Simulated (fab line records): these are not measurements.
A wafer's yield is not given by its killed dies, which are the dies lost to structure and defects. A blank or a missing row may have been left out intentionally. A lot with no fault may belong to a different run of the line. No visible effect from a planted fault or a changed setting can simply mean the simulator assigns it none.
A struck lot beside a sound one    flow ritCmos    15 steps out of a route of 202
Sound: wafers L861.4, L861.5, L861.6. Wafers L873.1, L873.2, L873.5 were the ones struck. The cause is given at the end.
Each step with rows lists, per side, the tool, then ch with its chambers, then its first start. Under that, the readings that differ: sound wafers    struck wafers    difference of the means    sigmas: that difference in standard deviations of wafers without a fault.
alike: a reading whose means differ by less than 2 such deviations, as well as words and numbers matching on both sides. not compared: withheld readings; readings where some wafer has no value; bounds like >300 that might hide an equal value; numbers whose values overlap and for which the record gives no deviation.
The two part at a step that has a row with sigmas, a row that says differs or no value, or rows on one side only. When numbers do not overlap yet have no deviation, they are printed without sigmas and do not part them. Lack of a reading on every wafer of one side parts them only where that side has two or more wafers.

first, 5 steps without rows for these wafers: RIT_NRETRO_COAT_01 (resist thk 1300 nm); RIT_NRETRO_SOFTBAKE_02 (time 60 s); RIT_NRETRO_EXPOSE_03 (exposes mask M4, target cd 43900 nm); RIT_NRETRO_PEB_04; RIT_NRETRO_DEVELOP_05 (develop time 68 s).
RIT_NRETRO_OVL_MEAS_06:
  sound on overlay-02 at day 2 14:19; struck on overlay-02 at day 4 22:05
  alike: NRETRO_OVL
then, 2 steps without rows for these wafers: RIT_NRETRO_HARDBAKE_07 (time 120 s); RIT_NRETRO_IMPLANT_08.
RIT_NRETRO_STRIP_09: strips in O2, time 180 s.
  sound on plasmaAsher-04 ch 0,1, day 2 14:56; struck on plasmaAsher-01 ch 0,1, day 4 22:31
  alike: drypumpMotorCurrentA, o2FlowSccm
  not compared: rfHoursCounterH
RIT_NRETRO_TW_MEAS_10:
  sound on filmMetro-03 at day 2 15:05; struck on filmMetro-03 at day 4 22:41
  alike: NRETRO_TW
then, 2 steps without rows for these wafers: RIT_PRETRO_HMDS_00 (prime time 60 s); RIT_PRETRO_COAT_01 (resist thk 1300 nm).
RIT_PRETRO_SOFTBAKE_02: time 60 s.
  sound on lithoTrack-03 ch 0, day 2 15:34; struck on lithoTrack-03 ch 0, day 4 23:03
reading                sound              struck             difference  sigmas
heaterPowerTotalW (W)  34.60 34.57 34.57  34.14 34.16 34.20  -0.41       -8
plateTempC (C)         90.23 90.02 90.11  89.29 89.16 89.19  -0.91       -7
  alike: chillPlateTempC
then, 1 step without rows for these wafers: RIT_PRETRO_EXPOSE_03 (exposes mask M5, target cd 43700 nm).
RIT_M1_PROBE_99:
  sound on prober-01 at day 3 19:50; struck on prober-02 at day 6 03:27
  alike: killedAtContacts, killedAtFrontEnd, killedDies, killedOpen, killedShort

== WHERE THEY PART ==
RIT_PRETRO_SOFTBAKE_02 only, going by this record. Later steps at which nothing parts them and some readings are alike: RIT_M1_PROBE_99.

WHY: whatever the simulator had introduced
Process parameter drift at RIT_PRETRO_SOFTBAKE_02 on lithoTrack-03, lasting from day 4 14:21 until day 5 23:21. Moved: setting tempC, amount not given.
